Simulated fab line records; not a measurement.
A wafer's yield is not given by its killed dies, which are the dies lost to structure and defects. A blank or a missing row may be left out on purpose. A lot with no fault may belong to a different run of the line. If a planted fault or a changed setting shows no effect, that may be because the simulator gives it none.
What tool caused it? / flow berkeley cmos170 / 21 wafers from 7 lots sampled at 2 of the route's 331 steps

== WHAT EACH GAUGE READ, for each wafer ==
UCB170_SDANNEAL_RS_MEAS_02: a four-point-probe measurement.
lot=L151; measured=day 7 19:59; on=film metro-01; PSD_RS (ohm/sq)=75.27 75.35 75.11
lot=L153; measured=day 8 13:21; on=film metro-04; PSD_RS (ohm/sq)=75.62 75.67 75.51
lot=L158; measured=day 8 23:52; on=film metro-04; PSD_RS (ohm/sq)=75.20 75.21 75.31
lot=L165; measured=day 11 07:49; on=film metro-04; PSD_RS (ohm/sq)=84.41 84.44 84.38
lot=L167; measured=day 11 07:59; on=film metro-02; PSD_RS (ohm/sq)=75.09 75.13 75.01
lot=L169; measured=day 11 21:51; on=film metro-02; PSD_RS (ohm/sq)=75.81 75.64 75.73
lot=L173; measured=day 12 08:38; on=film metro-01; PSD_RS (ohm/sq)=75.63 75.82 75.94

== WHICH TOOL RAN EACH LOT (tool, then ch and the chambers of the sampled wafers, then the start) ==
lot=L151; UCB170_SDANNEAL_RTA_01=rtp anneal-02 ch 0, day 7 19:55
lot=L153; UCB170_SDANNEAL_RTA_01=rtp anneal-01 ch 0, day 8 13:17
lot=L158; UCB170_SDANNEAL_RTA_01=rtp anneal-01 ch 0, day 8 23:49
lot=L165; UCB170_SDANNEAL_RTA_01=rtp anneal-02 ch 0, day 11 07:45
lot=L167; UCB170_SDANNEAL_RTA_01=rtp anneal-01 ch 0, day 11 07:53
lot=L169; UCB170_SDANNEAL_RTA_01=rtp anneal-01 ch 0, day 11 21:47
lot=L173; UCB170_SDANNEAL_RTA_01=rtp anneal-01 ch 0, day 12 08:32
- UCB170_SDANNEAL_RTA_01: time 5 s.

== THE ANSWER, worked out from the rows above alone ==
Rule: usual is defined by the lots themselves. Put in order of their means at a reading, lots are off if they are a third of the lots or fewer, leave a main group of 4 or more, and stand apart from it by a gap of 3 or more times the standard deviation of the main group's means; of several such gaps the widest counts. The tables above print the reading to a certain number of digits; a main group whose means all agree to those digits is not used. Also off: a lot with no number at a reading for which 4 or more lots have one. The other lots that the step has rows for count as sound.
Off: L165, seen at UCB170_SDANNEAL_RS_MEAS_02 (PSD_RS). Main group: mean 75.45 ohm/sq, sd 0.27.
If a tool, at a process step before that reading, ran all the lots that are off and no sound lot after the first of them, it fits. The gauges at UCB170_SDANNEAL_RS_MEAS_02 are tried like those tools. This does not decide it: 2 tools fit, namely rtp anneal-02 at UCB170_SDANNEAL_RTA_01 and film metro-04 at UCB170_SDANNEAL_RS_MEAS_02.

== WHAT THE SIMULATOR HAD INSERTED ==
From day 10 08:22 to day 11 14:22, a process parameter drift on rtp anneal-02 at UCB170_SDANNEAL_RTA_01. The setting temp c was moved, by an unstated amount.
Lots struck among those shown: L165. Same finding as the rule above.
